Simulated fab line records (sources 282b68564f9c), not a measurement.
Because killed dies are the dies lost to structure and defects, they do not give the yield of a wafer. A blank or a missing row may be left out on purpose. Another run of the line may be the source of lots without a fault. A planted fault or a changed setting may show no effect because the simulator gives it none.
Split-lot study || flow ritCmos || 5 lots, 23 wafers read, on a route of 202 steps

THE SPLIT ITSELF
At RIT_PWELL_COAT_01 (resist thk 1300 nm), the setting spinRpm was moved away from the recipe's 2000 rpm on 5 of the 23 wafers read, by -6.5% to -5.0%. This setting was run at the recipe's value on the other wafers.

FROM THE SPLIT TO THE READING: what the file shows between them, 3 steps
- RIT_PWELL_SOFTBAKE_02: time 57.01 s
- RIT_PWELL_EXPOSE_03: exposes mask M3, target cd 43700 nm
- RIT_PWELL_DEVELOP_05: develop time 68 s

THE READING
NOVOLAK_of_PWELL_COAT_01.thkNm (the simulator's own value, which no gauge read), in nm, at RIT_PWELL_HARDBAKE_07 (time 120 s). The file gives no usual value for it. The 18 wafers here that ran the recipe average 1138 nm, standard deviation 3.9 nm.

{"wafer": "L074.1", "tool, chamber at the split": "lithoTrack-03, 0", "spinRpm as run, rpm": 2000, "against the recipe": "recipe", "NOVOLAK_of_PWELL_COAT_01.thkNm, nm": 1135, "against lot-mates on the recipe": "-"}
{"wafer": "L074.2", "tool, chamber at the split": "lithoTrack-03, 0", "spinRpm as run, rpm": 2000, "against the recipe": "recipe", "NOVOLAK_of_PWELL_COAT_01.thkNm, nm": 1135, "against lot-mates on the recipe": "-"}
{"wafer": "L074.3", "tool, chamber at the split": "lithoTrack-03, 0", "spinRpm as run, rpm": 2000, "against the recipe": "recipe", "NOVOLAK_of_PWELL_COAT_01.thkNm, nm": 1135, "against lot-mates on the recipe": "-"}
{"wafer": "L074.5", "tool, chamber at the split": "lithoTrack-03, 0", "spinRpm as run, rpm": 2000, "against the recipe": "recipe", "NOVOLAK_of_PWELL_COAT_01.thkNm, nm": 1136, "against lot-mates on the recipe": "-"}
{"wafer": "L074.6", "tool, chamber at the split": "lithoTrack-03, 0", "spinRpm as run, rpm": 2000, "against the recipe": "recipe", "NOVOLAK_of_PWELL_COAT_01.thkNm, nm": 1138, "against lot-mates on the recipe": "-"}
{"wafer": "L078.1", "tool, chamber at the split": "lithoTrack-02, 0", "spinRpm as run, rpm": 2000, "against the recipe": "recipe", "NOVOLAK_of_PWELL_COAT_01.thkNm, nm": 1140, "against lot-mates on the recipe": "-"}
{"wafer": "L078.2", "tool, chamber at the split": "lithoTrack-02, 0", "spinRpm as run, rpm": 2000, "against the recipe": "recipe", "NOVOLAK_of_PWELL_COAT_01.thkNm, nm": 1139, "against lot-mates on the recipe": "-"}
{"wafer": "L078.4", "tool, chamber at the split": "lithoTrack-02, 0", "spinRpm as run, rpm": 1900, "against the recipe": "-5.0%", "NOVOLAK_of_PWELL_COAT_01.thkNm, nm": 1171, "against lot-mates on the recipe": "+32"}
{"wafer": "L078.5", "tool, chamber at the split": "lithoTrack-02, 0", "spinRpm as run, rpm": 1900, "against the recipe": "-5.0%", "NOVOLAK_of_PWELL_COAT_01.thkNm, nm": 1169, "against lot-mates on the recipe": "+30"}
{"wafer": "L078.6", "tool, chamber at the split": "lithoTrack-02, 0", "spinRpm as run, rpm": 1900, "against the recipe": "-5.0%", "NOVOLAK_of_PWELL_COAT_01.thkNm, nm": 1167, "against lot-mates on the recipe": "+28"}
{"wafer": "L080.1", "tool, chamber at the split": "lithoTrack-03, 0", "spinRpm as run, rpm": 2000, "against the recipe": "recipe", "NOVOLAK_of_PWELL_COAT_01.thkNm, nm": 1136, "against lot-mates on the recipe": "-"}
{"wafer": "L080.2", "tool, chamber at the split": "lithoTrack-03, 0", "spinRpm as run, rpm": 1870, "against the recipe": "-6.5%", "NOVOLAK_of_PWELL_COAT_01.thkNm, nm": 1177, "against lot-mates on the recipe": "+40"}
{"wafer": "L080.3", "tool, chamber at the split": "lithoTrack-03, 0", "spinRpm as run, rpm": 1870, "against the recipe": "-6.5%", "NOVOLAK_of_PWELL_COAT_01.thkNm, nm": 1179, "against lot-mates on the recipe": "+42"}
{"wafer": "L080.4", "tool, chamber at the split": "lithoTrack-03, 0", "spinRpm as run, rpm": 2000, "against the recipe": "recipe", "NOVOLAK_of_PWELL_COAT_01.thkNm, nm": 1135, "against lot-mates on the recipe": "-"}
{"wafer": "L080.6", "tool, chamber at the split": "lithoTrack-03, 0", "spinRpm as run, rpm": 2000, "against the recipe": "recipe", "NOVOLAK_of_PWELL_COAT_01.thkNm, nm": 1140, "against lot-mates on the recipe": "-"}
{"wafer": "L082.2", "tool, chamber at the split": "lithoTrack-02, 0", "spinRpm as run, rpm": 2000, "against the recipe": "recipe", "NOVOLAK_of_PWELL_COAT_01.thkNm, nm": 1135, "against lot-mates on the recipe": "-"}
{"wafer": "L082.3", "tool, chamber at the split": "lithoTrack-02, 0", "spinRpm as run, rpm": 2000, "against the recipe": "recipe", "NOVOLAK_of_PWELL_COAT_01.thkNm, nm": 1135, "against lot-mates on the recipe": "-"}
{"wafer": "L082.5", "tool, chamber at the split": "lithoTrack-02, 0", "spinRpm as run, rpm": 2000, "against the recipe": "recipe", "NOVOLAK_of_PWELL_COAT_01.thkNm, nm": 1133, "against lot-mates on the recipe": "-"}
{"wafer": "L084.1", "tool, chamber at the split": "lithoTrack-01, 0", "spinRpm as run, rpm": 2000, "against the recipe": "recipe", "NOVOLAK_of_PWELL_COAT_01.thkNm, nm": 1144, "against lot-mates on the recipe": "-"}
{"wafer": "L084.5", "tool, chamber at the split": "lithoTrack-01, 0", "spinRpm as run, rpm": 2000, "against the recipe": "recipe", "NOVOLAK_of_PWELL_COAT_01.thkNm, nm": 1144, "against lot-mates on the recipe": "-"}
{"wafer": "L084.2", "tool, chamber at the split": "lithoTrack-01, 0", "spinRpm as run, rpm": 2000, "against the recipe": "recipe", "NOVOLAK_of_PWELL_COAT_01.thkNm, nm": 1142, "against lot-mates on the recipe": "-"}
{"wafer": "L084.3", "tool, chamber at the split": "lithoTrack-01, 0", "spinRpm as run, rpm": 2000, "against the recipe": "recipe", "NOVOLAK_of_PWELL_COAT_01.thkNm, nm": 1146, "against lot-mates on the recipe": "-"}
{"wafer": "L084.6", "tool, chamber at the split": "lithoTrack-01, 0", "spinRpm as run, rpm": 2000, "against the recipe": "recipe", "NOVOLAK_of_PWELL_COAT_01.thkNm, nm": 1143, "against lot-mates on the recipe": "-"}

FIT RESULTS
A straight line over all 23 wafers: NOVOLAK_of_PWELL_COAT_01.thkNm changes by -6.11 nm for each +1% of spinRpm; r = -0.97; the points scatter about the line by 3.7 nm.
The same after taking each lot's own level away (the mean of its wafers on the recipe; 23 wafers): -6.12 nm for each +1%; r = -0.99; scatter 1.5 nm.
That fit puts the effect of the largest move of spinRpm on the reading at 40 nm.
The span of the lots' own levels, 1134.3 to 1143.8 nm, comes to 2.4 times the standard deviation stated above.
The two slopes are in agreement: the lot-to-lot level therefore moves the slope only a little.
Check: for one of the wafers moved furthest among these (-6.5%), held out of the fit, the line's prediction against its lot-mates is +39.7 nm. It came out at +40 nm against them.

OTHER SPLITS ON THESE WAFERS
These wafers also went through other splits before the reading. Each is held against what the fit with the lots' levels taken away leaves over:
{"other split on the same wafers": "RIT_ACTIVE_COAT_06 resistThkNm", "wafers away from the commonest value": 5, "r with NOVOLAK_of_PWELL_COAT_01.thkNm (lot level and that fit taken away)": "+0.38"}
{"other split on the same wafers": "RIT_ACTIVE_EXPOSE_08 doseMj", "wafers away from the commonest value": 7, "r with NOVOLAK_of_PWELL_COAT_01.thkNm (lot level and that fit taken away)": "+0.08"}
{"other split on the same wafers": "RIT_FOX1_OXIDATION_00 tempC", "wafers away from the commonest value": 18, "r with NOVOLAK_of_PWELL_COAT_01.thkNm (lot level and that fit taken away)": -0.11}
{"other split on the same wafers": "RIT_FOX2_OXIDATION_00 oxTimeS", "wafers away from the commonest value": 15, "r with NOVOLAK_of_PWELL_COAT_01.thkNm (lot level and that fit taken away)": -0.06}

THE WHOLE CHAIN: every reading that the file lists as answering this split, in the file's order
{"step": "RIT_PWELL_COAT_01", "what it does": "resist thk 1300 nm", "reading": "NOVOLAK_of_PWELL_COAT_01.thkNm (the simulator's own value, which no gauge read)", "change (the file's fit)": "-7.1 nm for each +1% of the setting", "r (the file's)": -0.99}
{"step": "RIT_PWELL_HARDBAKE_07", "what it does": "time 120 s", "reading": "NOVOLAK_of_PWELL_COAT_01.thkNm (the simulator's own value, which no gauge read)", "change (the file's fit)": "-6.11 nm for each +1% of the setting", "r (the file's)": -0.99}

FILE'S OWN FIT
NOVOLAK_of_PWELL_COAT_01.thkNm changes by -6.11 nm for each +1% of spinRpm, r = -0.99.
